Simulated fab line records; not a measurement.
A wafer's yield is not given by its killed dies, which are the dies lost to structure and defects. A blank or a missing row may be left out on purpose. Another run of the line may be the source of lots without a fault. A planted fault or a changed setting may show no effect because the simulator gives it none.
A lot that was struck, set against a sound lot    flow rit_cmos    18 out of 202 route steps
Sound: wafers L383.1, L383.3, L383.5. Struck: wafers L389.1, L389.4, L389.6. The cause is given at the end.
Each step with rows lists, per side, the tool, then ch with its chambers, then its first start. Under that, the readings that differ: sound wafers    struck wafers    difference of the means    sigmas: that difference in standard deviations of wafers without a fault.
alike: words and numbers the same on both sides, and readings whose means are apart by under 2 such deviations; not compared: readings that were withheld, readings missing a value for some wafer, numbers with overlapping values and no deviation given by the record, and bounds like >300 which may hide the same value.
A row with sigmas, a row that says differs or no value, or rows on one side alone: a step with any of these is where the two part. Numbers that don't overlap but have no deviation are shown without sigmas and don't part them. Lack of a reading on every wafer of one side parts them only where that side has two or more wafers.

first, 4 steps without rows for these wafers: RIT_NRETRO_SOFTBAKE_02 (time 60 s); RIT_NRETRO_EXPOSE_03 (exposes mask M4, target cd 43900 nm); RIT_NRETRO_PEB_04; RIT_NRETRO_DEVELOP_05 (develop time 68 s).
RIT_NRETRO_OVL_MEAS_06:
  sound: overlay-02 at day 4 03:47; struck: overlay-02 at day 5 09:36
  alike: NRETRO_OVL
then, 2 steps without rows for these wafers: RIT_NRETRO_HARDBAKE_07 (time 120 s); RIT_NRETRO_IMPLANT_08.
RIT_NRETRO_STRIP_09: strips in O2, time 180 s.
  sound on plasma_asher-04 ch 0,1, day 4 04:13; struck on plasma_asher-04 ch 0,1, day 5 10:02
  alike: chamber_pressure_mTorr, drypump_motor_current_A
  not compared: rf_hours_counter_h
RIT_NRETRO_TW_MEAS_10:
  sound: film_metro-04 at day 4 04:23; struck: film_metro-04 at day 5 10:13
  alike: NRETRO_TW
then, 3 steps without rows for these wafers: RIT_PRETRO_HMDS_00 (prime time 60 s); RIT_PRETRO_COAT_01 (resist thk 1300 nm); RIT_PRETRO_SOFTBAKE_02 (time 60 s).
RIT_PRETRO_EXPOSE_03: exposes mask M5, target cd 43700 nm.
  sound on iline_stepper-02 ch 0, day 4 04:55; struck on iline_stepper-02 ch 0, day 5 10:50
reading                         sound                    struck                difference  sigmas
model.PRETRO.overlay_x_nm (nm)  -0.3525 -0.3525 -0.3525  -148.5 -148.5 -148.5  -148.1      
  alike: mask, focus_offset_nm
then, 2 steps without rows for these wafers: RIT_PRETRO_PEB_04; RIT_PRETRO_DEVELOP_05 (develop time 68 s).
RIT_PRETRO_OVL_MEAS_06:
  sound: overlay-02 at day 4 05:23; struck: overlay-02 at day 5 11:16
reading          sound           struck                difference  sigmas
PRETRO_OVL (nm)  -1.1 -0.1 -1.7  -148.4 -147.1 -147.0  -146.5      -98
then, 1 step without rows for these wafers: RIT_PRETRO_HARDBAKE_07 (time 120 s).
RIT_M1_PROBE_99:
  sound: prober-02 at day 5 07:46; struck: prober-02 at day 6 13:27
reading                                     sound                 struck               difference  sigmas
model.etest.retro_edge_pmos.off_log10_a_um  -10.45 -10.29 -10.12  -9.447 -9.48 -9.778  +0.718      
  alike: killed_at_contacts, killed_at_front_end, killed_dies, killed_open, killed_short
  not compared: model.etest.retro_edge_nmos.off_log10_a_um

WHERE THEY PART
At RIT_PRETRO_OVL_MEAS_06 and nowhere else, as far as this record goes. Later steps at which nothing parts them and some readings are alike: RIT_M1_PROBE_99.

WHY: what the simulator had put in
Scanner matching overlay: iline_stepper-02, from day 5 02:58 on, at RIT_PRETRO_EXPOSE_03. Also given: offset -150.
